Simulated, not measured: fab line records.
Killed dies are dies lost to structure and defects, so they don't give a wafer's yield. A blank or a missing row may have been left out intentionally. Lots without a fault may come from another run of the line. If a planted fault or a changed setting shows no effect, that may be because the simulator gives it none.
One fault through the eyes of 2 desks | flow rit-cmos | every desk sees just its own numbers, and what lay behind them comes last

== FROM THE METROLOGY DESK ==
Means of the sampled wafers that have a number, per lot and without regard to the tool the lot ran on: this is what the gauges read. Any lot whose mean is over 4 standard deviations away from the usual mean is out of limits and marked OUT; that distance is given in the brackets.
Columns: A = PSD_RS at RIT_SDANNEAL_RS_MEAS_04, usual 116.0 ohm/sq; B = NSD_RS at RIT_SDANNEAL_RS_MEAS_05, usual 83.29 ohm/sq; C = PLDD_RS at RIT_SDANNEAL_RS_MEAS_06, usual 179.6 ohm/sq; D = NLDD_RS at RIT_SDANNEAL_RS_MEAS_07, usual 154.6 ohm/sq
lot  | first seen here | A                      | B               | C               | D
L368 | day 3 01:28     | 115.5                  | 83.00           | 179.1           | 155.3
L369 | day 3 07:16     | 115.8                  | 83.33           | 179.3           | 155.6
L370 | day 3 11:03     | 116.3                  | 83.30           | 179.8           | 153.9
L371 | day 3 16:26     | 116.0                  | 82.98           | 179.9           | 154.2
L372 | day 3 20:43     | 116.3                  | 83.76           | 179.7           | 154.9
L373 | day 4 02:57     | 116.3                  | 83.19           | 179.9           | 155.2
L374 | day 4 08:35     | 116.0                  | 83.52           | 180.0           | 154.2
L376 | day 4 16:59     | 72.5 (-99 or more) OUT | 76.17 (-27) OUT | 141.2 (-84) OUT | 146.4 (-12) OUT
L378 | day 5 04:08     | 72.2 (-99 or more) OUT | 75.78 (-29) OUT | 141.4 (-83) OUT | 147.2 (-11) OUT
L380 | day 5 13:10     | 72.3 (-99 or more) OUT | 75.98 (-28) OUT | 141.5 (-83) OUT | 145.9 (-13) OUT
L385 | day 6 15:49     | 116.1                  | 83.33           | 179.7           | 154.3
L387 | day 6 23:56     | 116.3                  | 83.50           | 179.8           | 154.7
L389 | day 7 11:01     | 116.3                  | 82.84           | 179.9           | 154.4
L391 | day 8 01:23     | 115.8                  | 83.64           | 179.3           | 154.4
Finding of this desk: L376, L378, L380 out of limits, first seen on L376 at day 4 16:59 (PSD_RS at RIT_SDANNEAL_RS_MEAS_04). In limits: L368, L369, L370, L371, L372, L373, L374, L385, L387, L389, L391.

== THE TOOL OWNER'S DESK: rtp-anneal-02 ==
At RIT_SDANNEAL_RTA_03 (time 5 s), the tool's own readings, given per lot that ran on this tool as the mean of the sampled wafers with a number. Any lot whose mean is over 4 standard deviations away from the usual mean is out of limits and marked OUT; that distance is given in the brackets.
Columns: A = wafer_temp_C_max at RIT_SDANNEAL_RTA_03, usual 1053.5
lot  | first seen here | A
L368 | day 3 01:23     | 1052.9
L370 | day 3 10:59     | 1053.1
L372 | day 3 20:38     | 1053.4
L374 | day 4 08:31     | 1054.0
L376 | day 4 16:55     | 1054.3
L378 | day 5 04:05     | 1054.7
L380 | day 5 13:05     | 1053.9
This desk's verdict: no lot among the 7 shows anything out of limits.

== PUT TOGETHER ==
At day 4 16:59 the metrology desk could have sounded an alarm, on L376, L378, L380.
The tool owner's desk saw nothing out of limits.
On record at the tool owner's desk: L376, L378, L380, within its limits.
RIT_SDANNEAL_RTA_03 was run on rtp-anneal-02 by each of the lots named.

== WHAT THE SIMULATOR HAD PUT IN ==
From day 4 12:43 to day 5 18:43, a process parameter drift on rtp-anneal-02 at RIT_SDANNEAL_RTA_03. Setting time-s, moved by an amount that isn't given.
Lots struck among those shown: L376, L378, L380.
Delay in hours, fault start to first out-of-limits reading, per desk: metrology desk 4.
